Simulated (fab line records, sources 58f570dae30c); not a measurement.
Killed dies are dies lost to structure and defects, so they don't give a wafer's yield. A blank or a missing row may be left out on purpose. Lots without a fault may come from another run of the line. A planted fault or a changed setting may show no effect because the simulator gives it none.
Chamber matching | flow berkeley_cmos170 | UCB170_V1_CVD_00 on pecvd-04: 3 sister chambers
The step deposits SiO2 from TEOS/O2, target thk 2000 nm, time 250 s. 14 wafers are shown with their chamber, then 7 later ones without.

WAFERS WITH THEIR CHAMBER
wafer  | chamber | heater_power_w (W)
L446.1 | 0       | 233
L446.4 | 2       | 183
L446.6 | 0       | 296
L447.4 | 0       | 211
L447.5 | 1       | 331
L447.6 | 2       | 178
L449.1 | 1       | 340
L449.2 | 2       | 231
L449.3 | 0       | 247
L451.2 | 0       | 248
L451.3 | 0       | 293
L451.4 | 1       | 249
L456.1 | 0       | 268
L456.2 | 1       | 351

SIGNATURES (means of the wafers above)
reading        | chamber 0 | chamber 1 | chamber 2 | scatter within a chamber
heater_power_w | 256.57    | 317.75    | 197.33    | 35.7
Rule: a wafer's distance from a chamber is the root of the sum, over the readings, of the square of ((its reading less the chamber's mean) divided by the reading's scatter). The wafer belongs to the nearest chamber; if the next one is less than 2 further off, it can't be placed. The scatter: the root of (the sum of the squares of (reading less its chamber's mean) over the shown wafers, divided by (wafers less chambers)).

WAFERS WITHOUT THEIR CHAMBER
wafer  | heater_power_w (W)
L456.3 | 208
L460.1 | 303
L460.2 | 295
L460.3 | 188
L461.1 | 199
L461.4 | 206
L461.5 | 254

WHICH CHAMBER EACH WENT THROUGH
wafer  | from the rows above          | in truth
L456.3 | can't be placed: 2 or 0      | 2
L460.1 | can't be placed: 1 or 0      | 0
L460.2 | can't be placed: 1 or 0      | 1
L460.3 | can't be placed: 2 or 0      | 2
L461.1 | can't be placed: 2 or 0      | 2
L461.4 | can't be placed: 2 or 0      | 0
L461.5 | can't be placed: 0 or 2 or 1 | 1
Placed correctly: 0 of 7. Can't be placed from these rows: 7 (the true chamber is among the candidates in 7). Placed wrongly: 0.
